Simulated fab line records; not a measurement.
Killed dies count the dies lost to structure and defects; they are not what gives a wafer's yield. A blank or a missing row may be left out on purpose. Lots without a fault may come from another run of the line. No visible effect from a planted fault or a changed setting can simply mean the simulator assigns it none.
Which of the tools did it? | flow berkeley cmos170 | 14 lots with 42 wafers sampled at 3 steps, on a route of 331 steps

WHAT EACH GAUGE READ, for each wafer
UCB170_PLDD_TW_MEAS_11. Usual: PLDD_TW typically reads 1012, with standard deviation 4.1.
lot  | measured     | on            | PLDD_TW        | flag
L345 | day 7 19:01  | film metro-02 | 1013 1013 1007 |
L350 | day 8 04:22  | film metro-03 | 1017 1018 1016 |
L347 | day 8 04:40  | film metro-04 | 1015 1014 1012 |
L346 | day 8 05:07  | film metro-03 | 1016 1019 1018 |
L349 | day 8 05:36  | film metro-03 | 1013 1014 1013 |
L353 | day 8 15:49  | film metro-04 | 1011 1010 1018 |
L351 | day 8 17:07  | film metro-03 | 1015 1019 1012 |
L355 | day 9 12:16  | film metro-04 | 1002 1008 1008 |
L359 | day 10 02:16 | film metro-03 | 1016 1017 1012 |
L358 | day 10 02:58 | film metro-04 | 1006 1009 1008 |
L362 | day 11 05:25 | film metro-04 | 1036 1035 1033 | OFF
L364 | day 11 09:07 | film metro-04 | 1040 1036 1043 | OFF
L367 | day 12 01:40 | film metro-02 | 1011 1005 1005 |
L368 | day 12 04:55 | film metro-03 | 1023 1017 1012 |

UCB170_SDANNEAL_RS_MEAS_04: uses a four-point probe to measure. Usual: PLDD_RS typically reads 1031.3 ohm/sq, with standard deviation 2.9.
lot  | measured     | on            | PLDD_RS (ohm/sq)     | flag
L345 | day 8 10:13  | film metro-04 | 1028.0 1029.9 1030.5 |
L350 | day 8 20:31  | film metro-04 | 1031.8 1032.6 1028.6 |
L347 | day 8 19:59  | film metro-02 | 1025.0 1021.2 1021.6 |
L346 | day 8 21:15  | film metro-04 | 1031.6 1031.1 1033.3 |
L349 | day 8 21:04  | film metro-02 | 1032.0 1033.1 1032.5 |
L353 | day 9 09:53  | film metro-03 | 1031.7 1032.1 1034.2 |
L351 | day 9 09:31  | film metro-04 | 1032.2 1028.6 1029.4 |
L355 | day 10 03:19 | film metro-02 | 1030.8 1028.9 1030.8 |
L359 | day 10 20:41 | film metro-02 | 1033.0 1037.3 1034.2 |
L358 | day 10 20:30 | film metro-04 | 1031.0 1034.1 1033.4 |
L362 | day 12 01:25 | film metro-02 | 968.6 966.3 970.2    | OFF
L364 | day 12 01:11 | film metro-03 | 970.9 969.6 969.4    | OFF
L367 | day 12 18:28 | film metro-04 | 1029.9 1030.4 1030.0 |
L368 | day 12 18:58 | film metro-02 | 1030.3 1029.6 1030.3 |

WHICH TOOL RAN EACH LOT (tool, then ch and the chambers of the sampled wafers, then the start)
lot  | UCB170_PLDD_IMPLANT_08
L345 | implanter-04 ch 0, day 7 18:37
L350 | implanter-02 ch 0, day 8 03:58
L347 | implanter-04 ch 0, day 8 04:16
L346 | implanter-03 ch 0, day 8 04:43
L349 | implanter-04 ch 0, day 8 05:13
L353 | implanter-03 ch 0, day 8 15:25
L351 | implanter-02 ch 0, day 8 16:44
L355 | implanter-02 ch 0, day 9 11:52
L359 | implanter-02 ch 0, day 10 01:52
L358 | implanter-04 ch 0, day 10 02:34
L362 | implanter-02 ch 0, day 11 05:01
L364 | implanter-02 ch 0, day 11 08:44
L367 | implanter-03 ch 0, day 12 01:13
L368 | implanter-03 ch 0, day 12 04:32
- UCB170_PLDD_IMPLANT_08

WHAT THE TOOLS THEMSELVES READ (means of the sampled wafers that have a number; where no wafer has one, the mark that the record gives instead)
UCB170_PLDD_IMPLANT_08. Usual: dose ions cm2 4.999e+13, standard deviation 5.7e+10; faraday current uA 158.2, standard deviation 2.9.
lot  | tool         | dose ions cm2 | faraday current uA | flag
L345 | implanter-04 | 4.998e+13     | 159.8              |
L350 | implanter-02 | 4.994e+13     | 157.1              |
L347 | implanter-04 | 5.001e+13     | 159.2              |
L346 | implanter-03 | 5.003e+13     | 157.9              |
L349 | implanter-04 | 4.986e+13     | 158.1              |
L353 | implanter-03 | 4.997e+13     | 159.6              |
L351 | implanter-02 | 4.995e+13     | 157.5              |
L355 | implanter-02 | 4.998e+13     | 162.0              |
L359 | implanter-02 | 4.999e+13     | 158.2              |
L358 | implanter-04 | 5.004e+13     | 157.8              |
L362 | implanter-02 | 5.798e+13     | 184.4              | OFF
L364 | implanter-02 | 5.804e+13     | 181.5              | OFF
L367 | implanter-03 | 4.999e+13     | 155.2              |
L368 | implanter-03 | 5.004e+13     | 158.0              |

THE ANSWER, worked out from the rows above alone
Rule: a lot is off if the mean of its wafers that have a number lies more than 3 standard deviations from the usual mean. Also off: a lot with no number at a reading for which 4 or more lots have one. The other lots that the step has rows for count as sound. First the gauges in route order, then the tools' own readings, where a lot's mean is used as printed above. At the first step where some lot is off, the reading lying furthest off is the one used; lots without a number count as furthest.
Off: L362, L364, at UCB170_PLDD_TW_MEAS_11 (PLDD_TW).
A tool fits if, at a process step before that reading, it ran every lot that is off, and no sound lot after the first of them. Not tried: the gauges at UCB170_PLDD_TW_MEAS_11; whatever is off there is also off at UCB170_SDANNEAL_RS_MEAS_04, on other tools, and gauge error can't account for it. One candidate fits, namely implanter-02 at UCB170_PLDD_IMPLANT_08. Its last sound lot is L359 (day 10 01:52), its first lot that is off L362 (day 11 05:01): a fault that began between those two fits.
The tool's own readings at UCB170_PLDD_IMPLANT_08 bear it out: on the lots that are off they differ by more than 5 times the standard deviation of the sound lots' means. dose ions cm2 reads 5.801e+13 there against 4.998e+13 on the sound lots; faraday current uA reads 182.9 there against 158.4 on the sound lots.

WHAT THE SIMULATOR PUT IN
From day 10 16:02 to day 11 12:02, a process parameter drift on implanter-02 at UCB170_PLDD_IMPLANT_08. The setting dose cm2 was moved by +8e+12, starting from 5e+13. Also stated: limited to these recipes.
Shown lots that were struck: L362, L364. The same result came from the rule above.
